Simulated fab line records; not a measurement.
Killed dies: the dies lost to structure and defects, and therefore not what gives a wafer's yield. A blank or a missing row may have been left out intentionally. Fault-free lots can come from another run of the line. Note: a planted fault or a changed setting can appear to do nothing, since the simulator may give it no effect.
fab line records | flow rit-cmos
record: lots: 6 | wafers: 18 | last-day: 5
route steps=202 shown CONTACT@172 M1@184
lots that met no fault: from a run of the same line without faults
start-h: hours from the record's first day to the start of the lot's first wafer shown | wait-h: hours elapsed since this lot's preceding step | " as in the row above | L1.1+2: a single row standing in for several wafers | - no value, or no start was given | * or withheld: withheld | < > ~ a bound
route shown NAME@n: NAME is a module with steps in the file, n the number in the route of the first one | usual: average and standard deviation across the fault-free wafers | same: alike in all rows | chamber/n: place in a boat | sites: the reading at each site | _std_site: the values' standard deviation | _edge_site: outer sites' mean less inner sites' | radius-mm: for every site, how far away it sits from the centre of the wafer | mask NAME#n: copy n | behind: the most recent tool/chamber to have shaped the wafer | hold: why the lot went on hold/how many hours it stayed there/how the hold came to an end | device: whichever transistor did not switch (one of n, p or np) | end of line: tests run on the same wafers once the route is complete | a step given without rows: its recipe and nothing more | killed: the dies lost at the first sort to structure and to defects; this is not the yield of the wafer | map: the dies of a wafer, with x for killed, . for not killed, _ for no die there
set.NAME: setting as actually run; set.NAME@STEP: the setting as run at that earlier step | model.NAME: the simulator's own value behind a step, which no gauge read
a table for each step, a row for each wafer; lots at some steps of the route
services: the hour from which a tool's chamber was out of use, counted from the record's first day as start-h (under 0 if before that day), plus the number of hours and why
== steps ==
step: RIT_CONTACT_SOFTBAKE_04
recipe: resist: NOVOLAK | temp-c: 90 | time-s: 60
step: RIT_CONTACT_EXPOSE_05
recipe: mask-id: M11 | na: 0.6 | source-shape: conventional | sigma-outer: 0.5 | target-cd-nm: 1000 | dose-mj: 250
step: RIT_CONTACT_PEB_06
recipe: resist: NOVOLAK | temp-c: withheld | time-s: withheld
step: RIT_CONTACT_DEVELOP_07
recipe: resist: NOVOLAK | develop-time-s: 120 | dev-temp-c: 23
step: RIT_CONTACT_CD_MEAS_08
recipe: target-cd-nm: 1000
usual: cd-nm: 1000.0/2.4
lot.wafer | tool      | chamber | start-h | wait-h | cd-nm
L948.1    | cd-sem-01 | -       | 80.51   | -      | 1000.6
L948.3    | "         | -       | "       | "      | 1002.7
L948.6    | "         | -       | "       | "      | 999.6
L951.1    | cd-sem-01 | -       | 94.98   | -      | 1000.0
L951.3    | "         | -       | "       | "      | 1000.4
L951.6    | "         | -       | "       | "      | 998.7
L954.1    | cd-sem-01 | -       | 107.92  | -      | 1003.2
L954.3    | "         | -       | "       | "      | 1004.3
L954.5    | "         | -       | "       | "      | 1002.7
L955.2    | cd-sem-01 | -       | 111.81  | -      | 1000.2
L955.3    | "         | -       | "       | "      | 999.6
L955.6    | "         | -       | "       | "      | 1002.2
L956.1    | cd-sem-01 | -       | 121.95  | -      | 999.0
L956.2    | "         | -       | "       | "      | 1003.0
L956.3    | "         | -       | "       | "      | 1003.8
L957.1    | cd-sem-01 | -       | 123.74  | -      | 997.5
L957.4    | "         | -       | "       | "      | 998.8
L957.5    | "         | -       | "       | "      | 999.2
step: RIT_CONTACT_OVL_MEAS_09
usual: CONTACT_OVL: 0.2/1.5
lot.wafer | tool       | chamber | start-h | wait-h | CONTACT_OVL[nm]
L948.1    | overlay-01 | -       | 80.63   | 0.1    | -1.1
L948.3    | "          | -       | "       | "      | -1.5
L948.6    | "          | -       | "       | "      | -1.9
L951.1    | overlay-01 | -       | 95.10   | 0.1    | -0.5
L951.3    | "          | -       | "       | "      | 0.9
L951.6    | "          | -       | "       | "      | -0.1
L954.1    | overlay-01 | -       | 108.04  | 0.1    | -1.8
L954.3    | "          | -       | "       | "      | -4.0
L954.5    | "          | -       | "       | "      | -1.6
L955.2    | overlay-01 | -       | 111.92  | 0.1    | -0.2
L955.3    | "          | -       | "       | "      | 1.3
L955.6    | "          | -       | "       | "      | 1.2
L956.1    | overlay-02 | -       | 122.07  | 0.1    | 0.3
L956.2    | "          | -       | "       | "      | -1.1
L956.3    | "          | -       | "       | "      | 0.1
L957.1    | overlay-01 | -       | 123.86  | 0.1    | -0.8
L957.4    | "          | -       | "       | "      | -3.9
L957.5    | "          | -       | "       | "      | -1.7
step: RIT_CONTACT_HARDBAKE_10
recipe: resist: NOVOLAK | temp-c: 140 | time-s: 60
step: RIT_CONTACT_ETCH_11
recipe: target-depth-a: 4800 | over-etch-frac: 0.2 | stop-on: TiSi2 | chemistry: CHF3/CF4/Ar | target: SiO2 | CHF3_flow_sccm: 50 | cf4-flow-sccm: 10 | Ar_flow_sccm: 100 | O2_flow_sccm: 5 | pressure-mtorr: 100 | rf-w: 200 | time-s: 320
usual: drypump-motor-current-A: 5.5/0.48 | oes-product-au: 0.990/0.015 | throttle-valve-pct: 8.83/0.12
lot.wafer | tool        | chamber | start-h | wait-h | drypump-motor-current-A | oes-product-au | rf-hours-counter-h | throttle-valve-pct
L948.1    | rie-diel-04 | 0       | 80.82   | 0.1    | 5.9                     | 0.992          | 3                  | 8.73
L948.3    | "           | 1       | "       | "      | 5.4                     | 1.012          | 33                 | 8.87
L948.6    | "           | 3       | "       | "      | 5.4                     | 0.977          | -                  | 8.76
L951.1    | rie-diel-03 | 3       | 95.28   | 0.1    | 5.9                     | 0.998          | 41                 | 8.94
L951.3    | "           | 1       | "       | "      | 5.5                     | 0.984          | 159                | 9.14
L951.6    | "           | 0       | "       | "      | 6.4                     | 0.982          | -                  | 8.66
L954.1    | rie-diel-03 | 2       | 108.23  | 0.1    | 4.9                     | 0.979          | 35                 | 8.75
L954.3    | "           | 3       | "       | "      | 5.9                     | 0.984          | 42                 | 8.93
L954.5    | "           | 2       | "       | "      | 4.9                     | 0.978          | -                  | 8.77
L955.2    | rie-diel-02 | 0       | 112.10  | 0.1    | 4.9                     | 0.958          | 5                  | 8.81
L955.3    | "           | 1       | "       | "      | 5.6                     | 1.008          | 0                  | 8.84
L955.6    | "           | 2       | "       | "      | 6.0                     | 1.001          | -                  | 9.02
L956.1    | rie-diel-03 | 2       | 122.25  | 0.1    | 4.9                     | 0.973          | 36                 | 8.77
L956.2    | "           | 0       | "       | "      | 6.4                     | 0.987          | 74                 | 8.68
L956.3    | "           | 3       | "       | "      | 5.9                     | 0.995          | 42                 | 8.94
L957.1    | rie-diel-02 | 3       | 124.05  | 0.1    | 4.9                     | 0.984          | 5                  | 8.75
L957.4    | "           | 0       | "       | "      | 4.9                     | 0.970          | 5                  | 8.80
L957.5    | "           | 1       | "       | "      | 5.6                     | 1.002          | -                  | 8.84
step: RIT_CONTACT_STRIP_12
recipe: chemistry: O2 | time-s: 180 | resist: NOVOLAK | platen-temp-c: withheld | power-w: 500 | pressure-mtorr: 4000 | o2-flow-sccm: 4000
usual: drypump-motor-current-A: 5.7/0.4
lot.wafer | tool            | chamber | start-h | wait-h | drypump-motor-current-A | rf-hours-counter-h
L948.1    | plasma-asher-01 | 1       | 81.01   | 0.1    | 6.3                     | 46
L948.3    | "               | 0       | "       | "      | 5.6                     | -
L948.6    | "               | 0       | "       | "      | 5.6                     | -
L951.1    | plasma-asher-04 | 1       | 95.48   | 0.1    | 5.7                     | 45
L951.3    | "               | 1       | "       | "      | 5.7                     | -
L951.6    | "               | 0       | "       | "      | 5.5                     | -
L954.1    | plasma-asher-01 | 1       | 108.42  | 0.1    | 6.3                     | 49
L954.3    | "               | 0       | "       | "      | 5.6                     | -
L954.5    | "               | 0       | "       | "      | 5.5                     | -
L955.2    | plasma-asher-02 | 1       | 112.29  | 0.1    | 5.9                     | 35
L955.3    | "               | 1       | "       | "      | 5.9                     | -
L955.6    | "               | 1       | "       | "      | 5.9                     | -
L956.1    | plasma-asher-04 | 0       | 122.45  | 0.1    | 5.5                     | 48
L956.2    | "               | 1       | "       | "      | 5.8                     | 48
L956.3    | "               | 1       | "       | "      | 5.8                     | -
L957.1    | plasma-asher-01 | 1       | 124.24  | 0.1    | 6.3                     | 51
L957.4    | "               | 0       | "       | "      | 5.5                     | -
L957.5    | "               | 1       | "       | "      | 6.3                     | -
step: RIT_CONTACT_CD_MEAS_90
recipe: target-cd-nm: 1000
usual: cd-nm: 1000.0/2.4
lot.wafer | tool      | chamber | start-h | wait-h | cd-nm
L948.1    | cd-sem-01 | -       | 81.19   | 0.1    | 1000.6
L948.3    | "         | -       | "       | "      | 1002.3
L948.6    | "         | -       | "       | "      | 998.9
L951.1    | cd-sem-01 | -       | 95.65   | 0.1    | 999.9
L951.3    | "         | -       | "       | "      | 999.5
L951.6    | "         | -       | "       | "      | 998.3
L954.1    | cd-sem-01 | -       | 108.60  | 0.1    | 1003.6
L954.3    | "         | -       | "       | "      | 1004.7
L954.5    | "         | -       | "       | "      | 1003.3
L955.2    | cd-sem-01 | -       | 112.49  | 0.1    | 1000.9
L955.3    | "         | -       | "       | "      | 999.2
L955.6    | "         | -       | "       | "      | 1002.6
L956.1    | cd-sem-01 | -       | 122.62  | 0.1    | 999.3
L956.2    | "         | -       | "       | "      | 1003.6
L956.3    | "         | -       | "       | "      | 1003.7
L957.1    | cd-sem-01 | -       | 124.42  | 0.1    | 997.9
L957.4    | "         | -       | "       | "      | 998.9
L957.5    | "         | -       | "       | "      | 999.3
step: RIT_CONTACT_CLEAN_13
recipe: chemistry: SC1 | mix: 3:3:50 | time-s: 600 | temp-c: 75
step: RIT_CONTACT_CLEAN_14
recipe: chemistry: SC2 | mix: 3:3:50 | time-s: 600 | temp-c: 75 | dry: n2-spin
step: RIT_M1_SPUTTER_00
recipe: material: Al | target-thk-nm: 400 | power-w: 2000 | chamber-pressure-pa: 0.4 | gas: Ar | time-s: 500 | substrate-temp-c: 25
usual: cathode-dc-power-W: 2000.0/0.35 | throttle-valve-pct: 30.5/1
lot.wafer | tool           | chamber | start-h | wait-h | cathode-dc-power-W | throttle-valve-pct | model.Al_of_M1_SPUTTER_00.thk-nm
L948.1    | pvd-sputter-01 | -       | 81.67   | 0.0    | 2000.0             | 31.1               | 395
L948.3    | "              | -       | "       | "      | 2000.5             | 31.7               | 395.6
L948.6    | "              | -       | "       | "      | 2000.2             | 31.8               | 396.4
L951.1    | pvd-sputter-01 | -       | 96.14   | 0.0    | 1999.5             | 29.2               | 397.2
L951.3    | "              | -       | "       | "      | 2000.0             | 31.8               | 399.6
L951.6    | "              | -       | "       | "      | 2000.1             | 29.1               | 398.7
L954.1    | pvd-sputter-03 | -       | 109.07  | 0.0    | 1999.8             | 30.3               | 392.8
L954.3    | "              | -       | "       | "      | 1999.7             | 30.7               | 395.5
L954.5    | "              | -       | "       | "      | 2000.0             | 30.4               | 392.3
L955.2    | pvd-sputter-01 | -       | 112.97  | 0.0    | 1999.5             | 28.8               | 395.2
L955.3    | "              | -       | "       | "      | 2000.3             | 31.8               | 573.4
L955.6    | "              | -       | "       | "      | 2000.4             | 31.4               | 394.8
L956.1    | pvd-sputter-04 | -       | 123.11  | 0.0    | 2000.3             | 29.6               | 402.2
L956.2    | "              | -       | "       | "      | 2000.2             | 30.8               | 405.5
L956.3    | "              | -       | "       | "      | 2000.0             | 30.5               | 399.3
L957.1    | pvd-sputter-01 | -       | 124.89  | 0.0    | 1999.9             | 31.5               | 397.7
L957.4    | "              | -       | "       | "      | 2000.1             | 31.9               | 569.7
L957.5    | "              | -       | "       | "      | 2000.3             | 29.1               | 395.1
step: RIT_M1_RS_MEAS_01
recipe: thk-meas-gauge: four-point-probe | reads: Al_of_M1_SPUTTER_00
usual: M1_AL_RS: 0.0734/0.00078
lot.wafer | tool          | chamber | start-h | wait-h | M1_AL_RS[ohm/sq]
L948.1    | film-metro-01 | -       | 81.97   | 0.1    | 0.0744
L948.3    | "             | -       | "       | "      | 0.0743
L948.6    | "             | -       | "       | "      | 0.0740
L951.1    | film-metro-04 | -       | 96.43   | 0.1    | 0.0739
L951.3    | "             | -       | "       | "      | 0.0735
L951.6    | "             | -       | "       | "      | 0.0736
L954.1    | film-metro-01 | -       | 109.36  | 0.1    | 0.0749
L954.3    | "             | -       | "       | "      | 0.0742
L954.5    | "             | -       | "       | "      | 0.0746
L955.2    | film-metro-04 | -       | 113.28  | 0.2    | 0.0740
L955.3    | "             | -       | "       | "      | 0.0508
L955.6    | "             | -       | "       | "      | 0.0743
L956.1    | film-metro-04 | -       | 123.40  | 0.1    | 0.0730
L956.2    | "             | -       | "       | "      | 0.0723
L956.3    | "             | -       | "       | "      | 0.0735
L957.1    | film-metro-04 | -       | 125.18  | 0.1    | 0.0738
L957.4    | "             | -       | "       | "      | 0.0511
L957.5    | "             | -       | "       | "      | 0.0742
step: RIT_M1_THK_MEAS_02
recipe: thk-meas-gauge: xrf | reads: Al_of_M1_SPUTTER_00
usual: M1_AL_THK: 399/4.5
lot.wafer | tool          | chamber | start-h | wait-h | M1_AL_THK[nm]
L948.1    | film-metro-01 | -       | 82.09   | 0.1    | 394
L948.3    | "             | -       | "       | "      | 396
L948.6    | "             | -       | "       | "      | 393
L951.1    | film-metro-04 | -       | 96.55   | 0.1    | 398
L951.3    | "             | -       | "       | "      | 400
L951.6    | "             | -       | "       | "      | 397
L954.1    | film-metro-01 | -       | 109.48  | 0.1    | 393
L954.3    | "             | -       | "       | "      | 394
L954.5    | "             | -       | "       | "      | 392
L955.2    | film-metro-04 | -       | 113.39  | 0.1    | 396
L955.3    | "             | -       | "       | "      | 576
L955.6    | "             | -       | "       | "      | 393
L956.1    | film-metro-04 | -       | 123.52  | 0.1    | 402
L956.2    | "             | -       | "       | "      | 410
L956.3    | "             | -       | "       | "      | 400
L957.1    | film-metro-04 | -       | 125.30  | 0.1    | 397
L957.4    | "             | -       | "       | "      | 570
L957.5    | "             | -       | "       | "      | 395
step: RIT_M1_HMDS_03
recipe: prime-time-s: 60 | prime-temp-c: 140
step: RIT_M1_COAT_04
recipe: resist: NOVOLAK | spin-rpm: 2000 | resist-thk-nm: 1300
step: RIT_M1_SOFTBAKE_05
recipe: resist: NOVOLAK | temp-c: 90 | time-s: 60
step: RIT_M1_EXPOSE_06
recipe: mask-id: M12 | na: 0.6 | source-shape: conventional | sigma-outer: 0.5 | target-cd-nm: 2600 | dose-mj: 250
step: RIT_M1_PEB_07
recipe: resist: NOVOLAK | temp-c: withheld | time-s: withheld
step: RIT_M1_DEVELOP_08
recipe: resist: NOVOLAK | develop-time-s: 68 | dev-temp-c: 23
step: RIT_M1_CD_MEAS_09
recipe: target-cd-nm: 2600
usual: cd-nm: 2601.0/2.1
lot.wafer | tool      | chamber | start-h | wait-h | cd-nm
L948.1    | cd-sem-01 | -       | 83.53   | -      | 2600.9
L948.3    | "         | -       | "       | "      | 2602.7
L948.6    | "         | -       | "       | "      | 2600.1
L951.1    | cd-sem-01 | -       | 97.62   | -      | 2600.0
L951.3    | "         | -       | "       | "      | 2598.3
L951.6    | "         | -       | "       | "      | 2598.3
L954.1    | cd-sem-01 | -       | 110.55  | -      | 2600.9
L954.3    | "         | -       | "       | "      | 2602.8
L954.5    | "         | -       | "       | "      | 2601.4
L955.2    | cd-sem-01 | -       | 114.34  | -      | 2601.6
L955.3    | "         | -       | "       | "      | 2603.7
L955.6    | "         | -       | "       | "      | 2602.0
L956.1    | cd-sem-01 | -       | 124.54  | -      | 2597.2
L956.2    | "         | -       | "       | "      | 2597.3
L956.3    | "         | -       | "       | "      | 2597.5
L957.1    | cd-sem-01 | -       | 126.24  | -      | 2605.9
L957.4    | "         | -       | "       | "      | 2604.7
L957.5    | "         | -       | "       | "      | 2603.5
step: RIT_M1_OVL_MEAS_10
usual: M1_OVL: -0.1/1.5
lot.wafer | tool       | chamber | start-h | wait-h | M1_OVL[nm]
L948.1    | overlay-02 | -       | 83.65   | 0.1    | 0.3
L948.3    | "          | -       | "       | "      | 0.8
L948.6    | "          | -       | "       | "      | -0.1
L951.1    | overlay-01 | -       | 97.74   | 0.1    | -0.3
L951.3    | "          | -       | "       | "      | 0.4
L951.6    | "          | -       | "       | "      | -1.3
L954.1    | overlay-02 | -       | 110.67  | 0.1    | 1.1
L954.3    | "          | -       | "       | "      | -0.8
L954.5    | "          | -       | "       | "      | 2.9
L955.2    | overlay-02 | -       | 114.45  | 0.1    | -0.5
L955.3    | "          | -       | "       | "      | 1.7
L955.6    | "          | -       | "       | "      | -0.1
L956.1    | overlay-02 | -       | 124.66  | 0.1    | -1.2
L956.2    | "          | -       | "       | "      | -0.1
L956.3    | "          | -       | "       | "      | -2.1
L957.1    | overlay-02 | -       | 126.36  | 0.1    | -1.1
L957.4    | "          | -       | "       | "      | -1.4
L957.5    | "          | -       | "       | "      | -0.9
step: RIT_M1_HARDBAKE_11
recipe: resist: NOVOLAK | temp-c: 140 | time-s: 120
step: RIT_M1_METAL_ETCH_12
recipe: stop-on: SiO2 | chemistry: Cl2/BCl3 | target: Al | time-s: 165 | over-etch-frac: 0.5 | pressure-mtorr: 100 | target-depth-a: 6000 | rf-w: 250 | Cl2_flow_sccm: 60 | bcl3-flow-sccm: 50
usual: drypump-motor-current-A: 5.6/0.61 | oes-product-au: 0.769/0.01 | throttle-valve-pct: 8.32/0.067
lot.wafer | tool         | chamber | start-h | wait-h | drypump-motor-current-A | oes-product-au | rf-hours-counter-h | throttle-valve-pct
L948.1    | rie-metal-01 | 0       | 83.93   | 0.2    | 6.3                     | 0.767          | 0.7                | 8.31
L948.3    | "            | 0       | "       | "      | 6.3                     | 0.768          | -                  | 8.31
L948.6    | "            | 0       | "       | "      | 6.3                     | 0.770          | -                  | 8.32
L951.1    | rie-metal-01 | 1       | 98.02   | 0.2    | 6.7                     | 0.775          | 0.9                | 8.26
L951.3    | "            | 1       | "       | "      | 6.7                     | 0.773          | -                  | 8.26
L951.6    | "            | 0       | "       | "      | 6.3                     | 0.781          | -                  | 8.31
L954.1    | rie-metal-01 | 0       | 111.14  | 0.2    | 6.3                     | 0.771          | 1.1                | 8.31
L954.3    | "            | 0       | "       | "      | 6.3                     | 0.770          | -                  | 8.31
L954.5    | "            | 0       | "       | "      | 6.3                     | 0.765          | -                  | 8.32
L955.2    | rie-metal-04 | 1       | 114.73  | 0.2    | 5.1                     | 0.758          | 2.9                | 8.32
L955.3    | "            | 1       | "       | "      | 5.1                     | 0.944          | -                  | 8.30
L955.6    | "            | 0       | "       | "      | 5.3                     | 0.779          | -                  | 8.45
L956.1    | rie-metal-02 | 1       | 124.94  | 0.2    | 5.5                     | 0.759          | 3.4                | 8.25
L956.2    | "            | 0       | "       | "      | 5.1                     | 0.772          | 3.1                | 8.28
L956.3    | "            | 1       | "       | "      | 5.5                     | 0.758          | -                  | 8.25
L957.1    | rie-metal-01 | 0       | 126.65  | 0.2    | 6.3                     | 0.770          | 1.3                | 8.31
L957.4    | "            | 1       | "       | "      | 6.7                     | 0.955          | -                  | 8.23
L957.5    | "            | 1       | "       | "      | 6.7                     | 0.767          | -                  | 8.27
step: RIT_M1_STRIP_13
recipe: chemistry: nmp | resist: NOVOLAK | temp-c: 80 | time-s: 600 | dry: n2-spin
step: RIT_M1_PROBE_99
usual: defect-limited-yield: 97.4/1.2 | killed_at_M0_to_M3: 0.0/0.12 | killed-at-contacts: 0.1/0.27 | killed-at-front-end: 7/3.1 | killed-dies: 7/3.1 | killed-open: 3.6/2.3 | killed-short: 3.2/2
same: gross-dies: 264 | killed_at_M4_up: 0 | killed-at-back-side: 0 | killed-at-other: 0
lot.wafer | tool      | chamber | start-h | wait-h | defect-limited-yield[%] | killed_at_M0_to_M3 | killed-at-contacts | killed-at-front-end | killed-dies | killed-open | killed-short | model.etest.tester.sort-n-pass | model.etest.tester.sort-yield-pct | model.etest.tester.sort_bin_5_pct | model.etest.m1.rs-ohm-sq | model.etest.antenna-m1.vt-shift-v
L948.1    | prober-02 | -       | 86.19   | 0.1    | 97.7                    | 0                  | 1                  | 5                   | 6           | 5           | 1            | 258                            | 97.73                             | 1.515                             | 0.07391                  | -0.01132
L948.3    | prober-02 | -       | 86.29   | 0.2    | 96.2                    | 0                  | 0                  | 10                  | 10          | 3           | 7            | 254                            | 96.21                             | 3.409                             | 0.07323                  | -0.01121
L948.6    | prober-02 | -       | 86.44   | 0.2    | 97.3                    | 0                  | 0                  | 7                   | 7           | 4           | 3            | 257                            | 97.35                             | 1.136                             | 0.073                    | -0.01518
L951.1    | prober-01 | -       | 100.47  | 0.1    | 97.3                    | 0                  | 0                  | 7                   | 7           | 5           | 2            | 257                            | 97.35                             | 1.894                             | 0.07318                  | -0.008789
L951.3    | prober-01 | -       | 100.57  | 0.2    | 95.8                    | 1                  | 0                  | 10                  | 11          | 6           | 4            | 253                            | 95.83                             | 1.515                             | 0.07248                  | -0.01581
L951.6    | prober-01 | -       | 100.72  | 0.2    | 95.8                    | 0                  | 0                  | 11                  | 11          | 3           | 8            | 253                            | 95.83                             | 2.273                             | 0.07188                  | -0.01203
L954.1    | prober-02 | -       | 113.41  | 0.1    | 98.9                    | 0                  | 0                  | 3                   | 3           | 0           | 3            | 261                            | 98.86                             | 0.3788                            | 0.07398                  | -0.01216
L954.3    | prober-02 | -       | 113.51  | 0.2    | 97.0                    | 0                  | 0                  | 8                   | 8           | 4           | 3            | 256                            | 96.97                             | 1.515                             | 0.07361                  | -0.007985
L954.5    | prober-02 | -       | 113.61  | 0.2    | 97.0                    | 0                  | 0                  | 8                   | 8           | 5           | 3            | 256                            | 96.97                             | 1.894                             | 0.07426                  | -0.009685
L955.2    | prober-01 | -       | 117.05  | 0.1    | 99.6                    | 0                  | 0                  | 1                   | 1           | 1           | 0            | 263                            | 99.62                             | 0                                 | 0.07323                  | -0.009148
L955.3    | prober-01 | -       | 117.10  | 0.2    | 95.8                    | 6                  | 0                  | 5                   | 11          | 4           | 1            | 0                              | 0                                 | 3.788                             | 0.05094                  | -0.005254
L955.6    | prober-01 | -       | 117.25  | 0.2    | 97.7                    | 0                  | 0                  | 6                   | 6           | 4           | 2            | 258                            | 97.73                             | 1.515                             | 0.07336                  | -0.005268
L956.1    | prober-02 | -       | 127.20  | 0.1    | 98.1                    | 0                  | 0                  | 5                   | 5           | 2           | 3            | 259                            | 98.11                             | 1.515                             | 0.07158                  | -0.01185
L956.2    | prober-02 | -       | 127.25  | 0.1    | 95.8                    | 0                  | 0                  | 11                  | 11          | 4           | 7            | 253                            | 95.83                             | 2.273                             | 0.07126                  | -0.008509
L956.3    | prober-02 | -       | 127.30  | 0.2    | 97.3                    | 0                  | 0                  | 7                   | 7           | 1           | 6            | 257                            | 97.35                             | 2.652                             | 0.07309                  | -0.01289
L957.1    | prober-01 | -       | 129.85  | 0.1    | 98.5                    | 0                  | 0                  | 4                   | 4           | 3           | 1            | 260                            | 98.48                             | 1.515                             | 0.07241                  | -0.01573
L957.4    | prober-01 | -       | 130.00  | 0.2    | 94.3                    | 6                  | 0                  | 9                   | 15          | 2           | 7            | 0                              | 0                                 | 4.545                             | 0.0514                   | -0.007514
L957.5    | prober-01 | -       | 130.05  | 0.2    | 97.0                    | 0                  | 0                  | 8                   | 8           | 5           | 3            | 256                            | 96.97                             | 0.7576                            | 0.07314                  | -0.01099
killed by level:class
L948.1 GATE:geometric-particle:open=3 FOX1:geometric-particle:open=1 SPACER:geometric-particle:open=1 CONTACT:geometric-particle:short=1
L948.3 GATE:geometric-particle:short=3 SILICIDE:geometric-particle:short=3 GATE:geometric-particle:open=2 FOX2:geometric-particle:open=1 SPACER:geometric-particle:short=1
L948.6 GATE:geometric-particle:short=3 FOX1:geometric-particle:open=1 GATE:geometric-particle:open=1 REOX:geometric-particle:open=1 SILICIDE:geometric-particle:open=1
L951.1 GATE:geometric-particle:open=3 GATE:geometric-particle:short=2 FOX1:geometric-particle:open=1 SPACER:geometric-particle:open=1
L951.3 GATE:geometric-particle:short=3 FOX1:geometric-particle:open=2 GATE:geometric-particle:open=2 FOX2:geometric-particle:open=1 FOX2:geometric-particle:short=1 SPACER:geometric-particle:open=1 M1:coat-microbubble-printed=1
L951.6 GATE:geometric-particle:short=4 FOX1:geometric-particle:short=1 FOX2:geometric-particle:short=1 GATE:geometric-particle:open=1 SPACER:geometric-particle:short=1 SPACER:geometric-particle:open=1 SILICIDE:geometric-particle:open=1 SILICIDE:geometric-particle:short=1
L954.1 GATE:geometric-particle:short=2 REOX:geometric-particle:short=1
L954.3 GATE:geometric-particle:short=2 GATE:geometric-particle:open=2 FOX1:geometric-particle:open=1 FOX2:geometric-particle:open=1 SILICIDE:geometric-particle:short=1 PRETRO:coat-microbubble-printed=1
L954.5 GATE:geometric-particle:open=3 SILICIDE:geometric-particle:short=3 SILICIDE:geometric-particle:open=2
L955.2 GATE:geometric-particle:open=1
L955.3 M1:area-etch=6 GATE:geometric-particle:open=3 FOX1:geometric-particle:short=1 FOX1:geometric-particle:open=1
L955.6 SPACER:geometric-particle:open=2 FOX1:geometric-particle:open=1 GATE:geometric-particle:open=1 REOX:geometric-particle:short=1 SPACER:geometric-particle:short=1
L956.1 FOX1:geometric-particle:short=1 FOX2:geometric-particle:short=1 REOX:geometric-particle:open=1 SPACER:geometric-particle:open=1 SILICIDE:geometric-particle:short=1
L956.2 GATE:geometric-particle:short=4 FOX2:geometric-particle:short=3 GATE:geometric-particle:open=2 FOX1:geometric-particle:open=1 SPACER:geometric-particle:open=1
L956.3 FOX1:geometric-particle:short=2 SPACER:geometric-particle:short=2 GATE:geometric-particle:short=1 REOX:geometric-particle:open=1 SILICIDE:geometric-particle:short=1
L957.1 GATE:geometric-particle:open=3 FOX2:geometric-particle:short=1
L957.4 M1:area-etch=6 GATE:geometric-particle:short=3 SILICIDE:geometric-particle:short=3 SILICIDE:geometric-particle:open=2 SPACER:geometric-particle:short=1
L957.5 GATE:geometric-particle:open=3 GATE:geometric-particle:short=2 REOX:geometric-particle:open=1 SPACER:geometric-particle:short=1 SILICIDE:geometric-particle:open=1
map L955.3 (x killed, . not)
________..x.x.._______
_____.x...........____
____..x........x...___
___.................__
__..................._
__..................x_
_...x..x..............
_.....................
_x....................
_.....................
__..................x_
__..................._
___.................__
____...............___
_____.............____
________......x_______
map L957.4 (x killed, . not)
________......._______
_____.....x......x____
____.........x..x..___
___.........x.......__
__..................._
__........x.........x_
_..............x..x...
_..x..................
_.....................
_..............x....x.
__x.................._
__..................._
___.................__
____x.....x........___
_____.............____
________......._______
== services ==
tool           | chamber | start-h | hours | kind
rie-diel-02    | 1       | 62.13   | 7.9   | repair
rie-diel-02    | 1       | 70.61   | -     | clean
rie-diel-02    | 1       | 70.61   | 32.2  | scheduled-down
rie-diel-02    | 1       | 70.61   | 32.2  | vent-cycle
rie-diel-03    | 2       | 70.81   | 8.4   | repair
rie-diel-04    | 3       | 72.09   | 5.3   | repair
rie-diel-04    | 2       | 77.27   | 13.9  | repair
rie-diel-02    | 2       | 84.52   | 5.5   | repair
rie-diel-03    | 1       | 103.61  | -     | clean
rie-diel-03    | 1       | 103.61  | 20.3  | scheduled-down
rie-diel-03    | 1       | 103.61  | 20.3  | vent-cycle
pvd-sputter-03 | -       | 110.27  | 1.6   | repair
rie-diel-04    | 3       | 115.19  | 26.2  | repair
rie-metal-01   | -       | 125.85  | 0.5   | repair
pvd-sputter-01 | -       | 126.03  | 1.9   | repair
== key ==
first-sign: step: RIT_M1_RS_MEAS_01 | reading: M1_AL_RS | direction: down | sigmas: 29 | usual: 0.0734 | struck: 0.0510
effect: step: RIT_M1_THK_MEAS_02 | reading: M1_AL_THK | direction: up | sigmas: 39 | usual: 399 | struck: 573
effect: step: RIT_M1_METAL_ETCH_12 | reading: oes-product-au | direction: up | sigmas: 17 | usual: 0.769 | struck: 0.949
effect: step: RIT_M1_PROBE_99 | reading: killed_at_M0_to_M3 | direction: up | sigmas: 6 | usual: 0.0 | struck: 6
model-effect: step: RIT_M1_SPUTTER_00 | value: Al_of_M1_SPUTTER_00.thk-nm | without: 396.8 | struck: 571.6
model-effect: step: RIT_M1_PROBE_99 | value: etest.tester.sort-n-pass | without: 257 | struck: 0
met-at RIT_M1_SPUTTER_00
struck-wafers L955.3,L957.4
onset-between 96.14 112.97
fault: kind: process-parameter-drift | tool: pvd-sputter-01 | chamber: - | onset-h: 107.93 | steps: RIT_M1_SPUTTER_00 | channel: time-s | offset: * | shape: step | end-h: 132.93 | stated: * | scope: struck-wafers-only
